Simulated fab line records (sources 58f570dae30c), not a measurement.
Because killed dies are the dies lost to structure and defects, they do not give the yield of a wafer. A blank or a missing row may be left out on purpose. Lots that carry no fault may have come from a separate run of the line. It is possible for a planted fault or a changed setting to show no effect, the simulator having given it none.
Split-lot study | flow berkeley_cmos170 | route with 331 steps; 5 lots, 23 wafers read

== THE SPLIT ITSELF ==
At UCB170_M2_SPUTTER_01 (material Al, target thk 900 nm, time 120 s), the setting time_s was moved away from the recipe's 120 s on 4 of the 23 wafers read, by +4.7% to +10.4%. This setting was run at the recipe's value on the other wafers.

== FROM SPLIT TO READING: 1 step shown by the file between the two ==
- UCB170_M2_RS_MEAS_02: measures by four-point-probe

== THE READING ==
M2_AL_THK, in nm, at UCB170_M2_THK_MEAS_03 (measures by xrf). Typical for fault-free wafers on this fab line: 907 nm, with standard deviation 10 nm.

wafer  | tool, chamber at the split | time_s as run, s | against the recipe | M2_AL_THK, nm | against lot-mates on the recipe
L075.1 | pvd_sputter-02, -          | 120              | recipe             | 899           | -
L075.2 | pvd_sputter-02, -          | 120              | recipe             | 900           | -
L075.4 | pvd_sputter-02, -          | 120              | recipe             | 901           | -
L075.5 | pvd_sputter-02, -          | 132.5            | +10.4%             | 995           | +95
L075.6 | pvd_sputter-02, -          | 132.5            | +10.4%             | 995           | +95
L074.1 | pvd_sputter-01, -          | 120              | recipe             | 903           | -
L074.2 | pvd_sputter-01, -          | 120              | recipe             | 903           | -
L074.4 | pvd_sputter-01, -          | 120              | recipe             | 907           | -
L074.5 | pvd_sputter-01, -          | 120              | recipe             | 914           | -
L074.6 | pvd_sputter-01, -          | 120              | recipe             | 906           | -
L080.1 | pvd_sputter-02, -          | 120              | recipe             | 890           | -
L080.4 | pvd_sputter-02, -          | 120              | recipe             | 881           | -
L080.6 | pvd_sputter-02, -          | 120              | recipe             | 875           | -
L083.2 | pvd_sputter-03, -          | 120              | recipe             | 908           | -
L083.3 | pvd_sputter-03, -          | 120              | recipe             | 913           | -
L083.4 | pvd_sputter-03, -          | 120              | recipe             | 918           | -
L083.5 | pvd_sputter-03, -          | 120              | recipe             | 914           | -
L083.6 | pvd_sputter-03, -          | 120              | recipe             | 902           | -
L082.1 | pvd_sputter-01, -          | 120              | recipe             | 920           | -
L082.3 | pvd_sputter-01, -          | 120              | recipe             | 918           | -
L082.4 | pvd_sputter-01, -          | 120              | recipe             | 911           | -
L082.5 | pvd_sputter-01, -          | 125.6            | +4.7%              | 962           | +46
L082.6 | pvd_sputter-01, -          | 125.6            | +4.7%              | 956           | +40

THE FIT
A straight line over all 23 wafers: M2_AL_THK changes by +9.13 nm for each +1% of time_s; r = +0.93; the points scatter about the line by 12 nm.
The same after taking each lot's own level away (the mean of its wafers on the recipe; 23 wafers): +9.12 nm for each +1%; r = +0.99; scatter 4.4 nm.
On that fit, the largest move of time_s shifts the reading by 95 nm.
From 882.0 to 916.3 nm: that is the span of the lots' own levels, equal to 3.4 times the standard deviation above.
Consequently the slope shifts little with the lot-to-lot level, the two slopes agreeing.
Check: +95.1 nm against its lot-mates is what the line predicts for one of the wafers moved furthest among these (+10.4%) when that wafer is left out of the fit. Against them it came out at +95 nm.

== FURTHER SPLITS ON THESE WAFERS ==
Before the reading, these wafers also passed through other splits. Each is held against what the fit with the lots' levels taken away leaves over:
other split on the same wafers   | wafers away from the commonest value | r with M2_AL_THK (lot level and that fit taken away)
UCB170_CONTACT_PEB_13 peb_temp_c | 7                                    | +0.31
UCB170_M1_COAT_04 spin_rpm       | 10                                   | -0.28
UCB170_M1_METAL_ETCH_12 bias_w   | 5                                    | -0.03
UCB170_V1_EXPOSE_09 dose_mj      | 9                                    | +0.14

== THE WHOLE CHAIN: every reading that the file lists as answering this split, in the file's order ==
step                  | what it does                               | reading                                                                     | change (the file's fit)              | r (the file's)
UCB170_M2_SPUTTER_01  | material Al, target thk 900 nm, time 120 s | Al_of_M2_SPUTTER_01.thk_nm (the simulator's own value, which no gauge read) | +9.27 nm for each +1% of the setting | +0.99
UCB170_M2_RS_MEAS_02  | measures by four-point-probe               | M2_AL_RS                                                                    | -0.00031 for each +1% of the setting | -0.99
UCB170_M2_THK_MEAS_03 | measures by xrf                            | M2_AL_THK                                                                   | +9.14 for each +1% of the setting    | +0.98

== THE FILE'S OWN FIT ==
M2_AL_THK changes by +9.14 nm for each +1% of time_s, r = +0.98.
